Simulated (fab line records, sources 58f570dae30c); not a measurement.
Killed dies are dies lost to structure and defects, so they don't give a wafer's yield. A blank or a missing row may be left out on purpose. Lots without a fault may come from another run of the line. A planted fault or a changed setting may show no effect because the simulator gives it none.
Which tool did it? | flow berkeley_cmos170 | 13 lots, 39 wafers sampled, at 3 steps of a route of 331

WHAT THE GAUGES READ, wafer by wafer
UCB170_NSD_TW_MEAS_10. Usual: NSD_TW 4155, standard deviation 49.
lot  | measured     | on            | NSD_TW            | flag
L859 | day 7 05:49  | film_metro-03 | 4130 4122 4149    |
L860 | day 7 06:01  | film_metro-03 | 4113 4129 4113    |
L861 | day 8 04:41  | film_metro-01 | 4208 4237 4218    |
L863 | day 8 10:28  | film_metro-04 | 4191 4142 4156    |
L864 | day 8 10:43  | film_metro-03 | 4125 4124 4116    |
L868 | day 9 07:20  | film_metro-03 | 4073 4109 4097    |
L869 | day 9 10:41  | film_metro-03 | 4124 4114 4115    |
L871 | day 9 11:26  | film_metro-03 | 4104 4101 4113    |
L873 | day 10 13:13 | film_metro-04 | 30 30 30 30 30 30 | OFF
L877 | day 10 19:22 | film_metro-01 | 4229 4270 4252    |
L874 | day 10 19:55 | film_metro-01 | 4263 4267 4257    |
L879 | day 11 16:10 | film_metro-04 | 4154 4156 4140    |
L881 | day 11 23:55 | film_metro-04 | 4127 4130 4137    |

WHICH TOOL RAN EACH LOT (tool, then ch and the chambers of the sampled wafers, then the start)
lot  | UCB170_PSD_STRIP_09                  | UCB170_NSD_STRIP_09
L859 | plasma_asher-02 ch 0,1, day 7 04:01  | plasma_asher-04 ch 0,1, day 7 05:43
L860 | plasma_asher-04 ch 0,1, day 7 04:17  | plasma_asher-02 ch 0,1, day 7 05:55
L861 | plasma_asher-02 ch 0,1, day 8 01:58  | plasma_asher-03 ch 0,1, day 8 04:34
L863 | plasma_asher-01 ch 0,1, day 8 08:47  | plasma_asher-02 ch 0,1, day 8 10:23
L864 | plasma_asher-02 ch 0,1, day 8 08:59  | plasma_asher-03 ch 0,1, day 8 10:37
L868 | plasma_asher-04 ch 0,1, day 9 05:09  | plasma_asher-02 ch 0,1, day 9 07:14
L869 | plasma_asher-01 ch 0,1, day 9 09:06  | plasma_asher-02 ch 0,1, day 9 10:35
L871 | plasma_asher-01 ch 0,1, day 9 09:37  | plasma_asher-04 ch 0,1, day 9 11:20
L873 | plasma_asher-04 ch 0,1, day 10 11:13 | plasma_asher-04 ch 0,1, day 10 13:06
L877 | plasma_asher-01 ch 0,1, day 10 16:22 | plasma_asher-03 ch 0,1, day 10 19:16
L874 | plasma_asher-01 ch 0,1, day 10 16:46 | plasma_asher-02 ch 0,1, day 10 19:49
L879 | plasma_asher-01 ch 1, day 11 13:12   | plasma_asher-03 ch 0,1, day 11 16:04
L881 | plasma_asher-02 ch 1, day 11 22:12   | plasma_asher-03 ch 0,1, day 11 23:49
- UCB170_PSD_STRIP_09: strips in O2.
- UCB170_NSD_STRIP_09: strips in O2.

WHAT THE TOOLS THEMSELVES READ (means of the sampled wafers that have a number; where no wafer has one, the mark that the record gives instead)
UCB170_PSD_STRIP_09. Usual: drypump_motor_current_A 5.9 A, standard deviation 0.64; oes_product_au 0.603 a.u., standard deviation 0.0046; strip_time_to_endpoint_s 29.24 s, standard deviation 0.071.
lot  | tool            | drypump_motor_current_A (A) | oes_product_au (a.u.) | strip_time_to_endpoint_s (s) | flag
L859 | plasma_asher-02 | 6.1                         | 0.600                 | 29.30                        |
L860 | plasma_asher-04 | 6.1                         | 0.604                 | 29.29                        |
L861 | plasma_asher-02 | 6.1                         | 0.602                 | 29.17                        |
L863 | plasma_asher-01 | 5.5                         | 0.601                 | 29.25                        |
L864 | plasma_asher-02 | 6.1                         | 0.599                 | 29.21                        |
L868 | plasma_asher-04 | 5.6                         | 0.603                 | 29.20                        |
L869 | plasma_asher-01 | 5.6                         | 0.603                 | 29.27                        |
L871 | plasma_asher-01 | 6.0                         | 0.600                 | 29.36                        |
L873 | plasma_asher-04 | 5.6                         | 0.442                 | -                            | OFF
L877 | plasma_asher-01 | 5.5                         | 0.600                 | 29.31                        |
L874 | plasma_asher-01 | 6.0                         | 0.600                 | 29.29                        |
L879 | plasma_asher-01 | 5.1                         | 0.605                 | 29.22                        |
L881 | plasma_asher-02 | 5.9                         | 0.599                 | 29.23                        |

UCB170_NSD_STRIP_09. Usual: drypump_motor_current_A 5.8 A, standard deviation 0.61; oes_product_au 0.534 a.u., standard deviation 0.0046; strip_time_to_endpoint_s 35.84 s, standard deviation 0.079.
lot  | tool            | drypump_motor_current_A (A) | oes_product_au (a.u.) | strip_time_to_endpoint_s (s) | flag
L859 | plasma_asher-04 | 5.6                         | 0.533                 | 35.89                        |
L860 | plasma_asher-02 | 6.0                         | 0.537                 | 35.96                        |
L861 | plasma_asher-03 | 5.3                         | 0.533                 | 35.85                        |
L863 | plasma_asher-02 | 6.0                         | 0.530                 | 35.83                        |
L864 | plasma_asher-03 | 5.3                         | 0.535                 | 36.05                        |
L868 | plasma_asher-02 | 6.1                         | 0.532                 | 35.72                        |
L869 | plasma_asher-02 | 6.1                         | 0.535                 | 35.86                        |
L871 | plasma_asher-04 | 6.1                         | 0.535                 | 35.83                        |
L873 | plasma_asher-04 | 6.1                         | 0.604                 | 56.20                        | OFF
L877 | plasma_asher-03 | 5.7                         | 0.534                 | 35.91                        |
L874 | plasma_asher-02 | 6.1                         | 0.534                 | 35.74                        |
L879 | plasma_asher-03 | 5.3                         | 0.531                 | 35.85                        |
L881 | plasma_asher-03 | 5.3                         | 0.536                 | 35.81                        |

THE ANSWER, worked out from the rows above alone
Rule: a lot is off if the mean of its wafers that have a number lies more than 3 standard deviations from the usual mean. A lot without any number at a reading at which 4 lots or more have one is off too. The other lots that the step has rows for count as sound. The gauges are gone through in route order, then the tools' own readings, and for those a lot's mean is taken as printed above. The first step at which some lot is off is used, and at that step the reading that is off furthest; a lot without a number counts as furthest.
Off: L873, at UCB170_NSD_TW_MEAS_10 (NSD_TW).
A tool fits if, at a process step before that reading, it ran every lot that is off, and no sound lot after the first of them. The gauges at UCB170_NSD_TW_MEAS_10 aren't tried: what is off there is off at UCB170_PSD_STRIP_09 too, on other tools, and a gauge's error can't cause that. One fits: plasma_asher-04 at UCB170_PSD_STRIP_09 and UCB170_NSD_STRIP_09. At UCB170_PSD_STRIP_09 its last sound lot is L868 (day 9 05:09), its first lot that is off L873 (day 10 11:13): a fault that began between those two fits.
The tool's own readings at UCB170_PSD_STRIP_09 bear it out: on the lots that are off they differ by more than 5 times the standard deviation of the sound lots' means. oes_product_au reads 0.442 a.u. there against 0.601 a.u. on the sound lots.
Blank at UCB170_PSD_STRIP_09 on the lots that are off, where sound lots have numbers: strip_time_to_endpoint_s.

WHAT THE SIMULATOR HAD PUT IN
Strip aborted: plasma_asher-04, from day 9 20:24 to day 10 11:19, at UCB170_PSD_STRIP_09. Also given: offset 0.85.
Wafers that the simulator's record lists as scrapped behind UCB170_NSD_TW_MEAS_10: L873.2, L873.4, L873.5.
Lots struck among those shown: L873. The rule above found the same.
